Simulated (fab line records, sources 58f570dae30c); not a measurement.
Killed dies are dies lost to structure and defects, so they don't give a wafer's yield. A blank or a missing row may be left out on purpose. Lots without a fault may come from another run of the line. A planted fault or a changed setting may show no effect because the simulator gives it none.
Problem report in the 8D (eight disciplines) form, filled by code | flow berkeley_cmos170 | the parts of the form that need people (team, actions taken, sign-off) are left out

1. THE PROBLEM
cathode_dc_power_W at UCB170_M2_SPUTTER_01 reads a mean of 6220.5 W on 3 wafers of 3 lots; wafers without a fault read 6000.1 W with a standard deviation of 0.99. That is +99 or more standard deviations from the usual mean.
The step: material Al, target thk 900 nm, time 120 s.
First seen on wafer L217.5, day 9 02:24, on pvd_sputter-01. The record holds 21 wafers of 7 lots with a number at this step. Rule for "out", or "out of limits": more than 4 standard deviations from the usual mean. The other wafers with a number count as sound.

2. WHAT IT IS AND WHAT IT IS NOT
question                    | is                     | is not
which readings at this step | cathode_dc_power_W     | throttle_valve_pct
which lots                  | L217, L218, L219       | L226, L231, L234, L235
which wafers of those lots  | L217.5, L218.4, L219.3 | L217.2, L217.6, L218.1, L218.6, L219.2, L219.4
read on which tools         | pvd_sputter-01         | pvd_sputter-04
when                        | from day 9 02:24       | up to then (2 sound wafers); but 16 sound wafers of L218, L219, L226, L231, L234, L235 came after

3. SUSPECTS, AND WHAT RULES EACH OUT
Counting: a tool at a process step up to the reading stays a suspect if it ran every lot that is out. Sound lots after the first of them don't rule it out here, since some wafers of a struck lot are sound.
- pvd_sputter-01 at UCB170_M2_SPUTTER_01 (material Al, target thk 900 nm, time 120 s): kept. It ran every lot that is out, first L217 (day 9 02:24). Its own readings are out on those wafers: cathode_dc_power_W.
Left after counting: pvd_sputter-01 at UCB170_M2_SPUTTER_01.

4. THE CAUSE (what the simulator had put in)
Process parameter drift: pvd_sputter-01, from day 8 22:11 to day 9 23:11, at UCB170_M2_SPUTTER_01. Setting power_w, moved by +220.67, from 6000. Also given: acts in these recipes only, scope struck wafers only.
Counting left only this tool.

5. THE CHAIN OF EFFECTS, in route order
Each row: a reading whose mean over the struck wafers that have a number lies more than 3 standard deviations from the usual. Only readings for which the record gives a usual standard deviation are gone through. hours: the time from each lot's start at the first step in this table that gives one to its start at this step, as a median over the lots. sigmas: the change in usual standard deviations.
hours | step                 | reading            | usual    | on struck wafers | change | sigmas
0     | UCB170_M2_SPUTTER_01 | cathode_dc_power_W | 6000.1 W | 6220.5           | +220.4 | +99 or more
The process steps in it:
- UCB170_M2_SPUTTER_01: material Al, target thk 900 nm, time 120 s.
Later measuring or inspecting steps at which every struck wafer that the step has a row for has a number for every such reading, and none has moved that far: UCB170_M2_RS_MEAS_02, UCB170_M2_THK_MEAS_03, UCB170_M2_CD_MEAS_15, UCB170_M2_OVL_MEAS_16.

6. WHAT WOULD HAVE CAUGHT IT SOONER
In this record the first reading out of limits was taken at day 9 02:24, 4 hours after the fault began at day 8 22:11.
